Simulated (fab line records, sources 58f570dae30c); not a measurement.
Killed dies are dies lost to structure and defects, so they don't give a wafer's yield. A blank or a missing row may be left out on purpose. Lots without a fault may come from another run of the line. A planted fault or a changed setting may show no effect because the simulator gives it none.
Which tool did it? | flow berkeley_cmos170 | 8 lots, 24 wafers sampled, at 2 steps of a route of 331

WHAT THE GAUGES READ, wafer by wafer
UCB170_NSD_OVL_MEAS_07.
lot  | measured     | on         | NSD_OVL (nm)
L634 | day 8 05:57  | overlay-01 | 7 1 4
L633 | day 8 07:22  | overlay-01 | -5 -8 -2
L636 | day 9 01:37  | overlay-01 | -224 -218 -217 -212 -215 -206
L639 | day 9 12:02  | overlay-02 | -7 -6 -6
L640 | day 10 09:24 | overlay-02 | -218 -217 -205 -207 -206 -202
L647 | day 11 12:16 | overlay-02 | -2 2 0
L650 | day 12 06:33 | overlay-01 | 8 5 3
L651 | day 12 12:31 | overlay-02 | 8 5 1

WHICH TOOL RAN EACH LOT (tool, then ch and the chambers of the sampled wafers, then the start)
lot  | UCB170_NSD_EXPOSE_03
L634 | krf_scanner-01 ch 0, day 8 05:28
L633 | krf_scanner-01 ch 0, day 8 06:41
L636 | krf_scanner-02 ch 0, day 9 00:46
L639 | krf_scanner-01 ch 0, day 9 11:32
L640 | krf_scanner-02 ch 0, day 10 08:53
L647 | krf_scanner-01 ch 0, day 11 11:43
L650 | krf_scanner-01 ch 0, day 12 06:02
L651 | krf_scanner-01 ch 0, day 12 12:02
- UCB170_NSD_EXPOSE_03: exposes mask NSELECT MOD, target cd 1200 nm.

THE ANSWER, worked out from the rows above alone
Rule: what is usual is taken from the lots themselves. Put in order of their means at a reading, lots are off if they are a third of the lots or fewer, leave a main group of 4 or more, and stand apart from it by a gap of 3 or more times the standard deviation of the main group's means; of several such gaps the widest counts. A main group whose means are all the same, to the digits that the tables above print for the reading, isn't used. A lot without any number at a reading at which 4 lots or more have one is off too. The other lots that the step has rows for count as sound.
Off: L636, L640, at UCB170_NSD_OVL_MEAS_07 (NSD_OVL). The main group: mean 0 nm, standard deviation 4.7.
A tool fits if, at a process step before that reading, it ran every lot that is off, and no sound lot after the first of them. The gauges at UCB170_NSD_OVL_MEAS_07 are tried like those tools. One fits: krf_scanner-02 at UCB170_NSD_EXPOSE_03. It ran no sound lot before its first lot that is off in this sample, so the start can't be narrowed down.

WHAT THE SIMULATOR HAD PUT IN
Scanner matching overlay: krf_scanner-02, from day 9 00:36 on, at UCB170_NSD_EXPOSE_03. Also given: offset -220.
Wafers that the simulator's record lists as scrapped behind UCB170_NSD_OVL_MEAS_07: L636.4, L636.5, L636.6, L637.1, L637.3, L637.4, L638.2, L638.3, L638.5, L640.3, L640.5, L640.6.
Lots struck among those shown: L636, L640. The rule above found the same.
